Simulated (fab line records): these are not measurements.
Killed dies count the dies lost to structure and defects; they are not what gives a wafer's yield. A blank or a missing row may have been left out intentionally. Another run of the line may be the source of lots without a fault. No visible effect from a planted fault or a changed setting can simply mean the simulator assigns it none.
Comparing a struck lot with a sound one | flow rit cmos | 22 out of 202 route steps
Sound: these wafers, L784.4, L784.5, L784.6. Wafers L791.2, L791.5, L791.6 were the ones struck. The cause comes at the end.
For every step that has rows: the tool of each side, followed by ch and its chambers, followed by its first start. Under that, the readings that differ: sound wafers | struck wafers | difference of the means | sigmas: that difference in standard deviations of wafers without a fault.
alike: readings with means less than 2 such deviations apart, plus words and numbers identical on both sides. not compared: withheld readings, readings lacking a value on some wafer, bounds such as >300 that could conceal the same value, and numbers that have no deviation in the record and whose values overlap.
The two part at a step that has a row with sigmas, a row that says differs or no value, or rows on one side only. Numbers that have no deviation but don't overlap get no sigmas and don't part them. A reading missing from all wafers of one side parts the sides only when that side holds two or more wafers.

first, 2 steps without rows for these wafers: RIT_NSD_HARDBAKE_07 (time 60 s); RIT_NSD_IMPLANT_08.
RIT_NSD_STRIP_09: strips in O2, time 180 s.
  sound on plasma asher-02 ch 0,1, day 3 11:13; struck on plasma asher-04 ch 0,1, day 4 23:10
  reading                     | sound       | struck      | difference | sigmas
  drypump motor current A (A) | 6.5 6.5 5.8 | 5.4 5.6 5.4 | -0.8       | -2
  alike: chamber pressure mTorr
  not compared: rf hours counter h
RIT_NSD_TW_MEAS_10:
  sound on film metro-04, day 3 11:22; struck on film metro-03, day 4 23:21
  alike: NSD_TW
then, 6 steps without rows for these wafers: RIT_PSD_HMDS_00 (prime time 60 s); RIT_PSD_COAT_01 (resist thk 1000 nm); RIT_PSD_SOFTBAKE_02 (time 60 s); RIT_PSD_EXPOSE_03 (exposes mask M10, target cd 40900 nm); RIT_PSD_PEB_04; RIT_PSD_DEVELOP_05 (develop time 50 s).
RIT_PSD_OVL_MEAS_06:
  sound on overlay-01, day 3 12:23; struck on overlay-02, day 5 00:23
  alike: PSD_OVL
then, 1 step without rows for these wafers: RIT_PSD_HARDBAKE_07 (time 60 s).
RIT_PSD_IMPLANT_08:
  sound on implanter-02 ch 0, day 3 12:37; struck on implanter-02 ch 0, day 5 00:35
  reading                   | sound                | struck               | difference | sigmas
  beam energy keV           | 26.986 26.986 26.989 | 18.905 18.897 18.885 | -8.091     | -99 or more
  model.implant.rp nm (nm)  | 22.45 22.45 22.45    | 17.13 17.13 17.13    | -5.32      |
  model.implant.drp nm (nm) | 12.05 12.05 12.05    | 9.372 9.372 9.372    | -2.678     |
RIT_PSD_STRIP_09: strips in O2, time 180 s.
  sound on plasma asher-02 ch 0,1, day 3 12:46; struck on plasma asher-01 ch 0,1, day 5 00:43
  alike: chamber pressure mTorr, drypump motor current A
  not compared: rf hours counter h
RIT_PSD_TW_MEAS_10:
  sound on film metro-01, day 3 12:54; struck on film metro-04, day 5 00:54
  reading | sound          | struck         | difference | sigmas
  PSD_TW  | 3441 3443 3445 | 3135 3142 3139 | -304       | -9
then, 3 steps without rows for these wafers: RIT_SDANNEAL_CLEAN_00 (cleans in SC1, time 600 s); RIT_SDANNEAL_CLEAN_01 (cleans in dHF, time 30 s); RIT_SDANNEAL_CLEAN_02 (cleans in SC2, time 600 s).
RIT_SDANNEAL_RTA_03: time 5 s.
  sound on rtp anneal-02 ch 0, day 3 13:22; struck on rtp anneal-01 ch 0, day 5 01:20
  alike: wafer_temp_C_max
RIT_SDANNEAL_RS_MEAS_04: uses a four-point probe to measure.
  sound on film metro-04, day 3 13:27; struck on film metro-03, day 5 01:23
  reading         | sound             | struck            | difference | sigmas
  PSD_RS (ohm/sq) | 116.1 116.1 115.9 | 138.3 138.3 138.9 | +22.5      | +68
RIT_SDANNEAL_RS_MEAS_05: uses a four-point probe to measure.
  sound on film metro-04, day 3 13:34; struck on film metro-03, day 5 01:31
  alike: NSD_RS
RIT_M1_PROBE_99:
  sound on prober-02, day 3 22:12; struck on prober-01, day 5 09:02
  reading                                        | sound                | struck               | difference | sigmas
  killed short                                   | 10 6 3               | 2 2 1                | -5         | -2
  model.etest.contact pplus.end ohm um           | 43.99 43.23 42.26    | 59.78 60.87 59.52    | +16.90     |
  model.etest.diode pplus nwell.bv v (V)         | 6.582 6.657 6.642    | 6.242 6.22 6.274     | -0.382     |
  model.etest.pmos_0p15.junction log10 a um      | -13.83 -13.66 -13.7  | -13.65 -13.6 -13.57  | +0.12      |
  model.etest.vpnp.gain                          | 1.057 1.059 1.054    | 0.8444 0.8176 0.8306 | -0.2258    |
  model.etest.diode pplus nwell.leak log10 a cm2 | -6.343 -6.211 -6.192 | -5.742 -5.795 -6.122 | +0.362     |
  model.etest.diode pplus nwell.cj ff um2        | 1.701 1.683 1.684    | 1.867 1.851 1.865    | +0.172     |
  model.etest.diode pplus comb.cj ff um2         | 1.998 1.986 1.994    | 2.133 2.152 2.15     | +0.152     |
  alike: killed at front end, killed dies, killed open
  not compared: model.etest.nwell pinched.rs ohm sq

WHERE THEY PART
At RIT_NSD_STRIP_09 first; at RIT_M1_PROBE_99 last (within this record only).

WHY: the cause the simulator had injected
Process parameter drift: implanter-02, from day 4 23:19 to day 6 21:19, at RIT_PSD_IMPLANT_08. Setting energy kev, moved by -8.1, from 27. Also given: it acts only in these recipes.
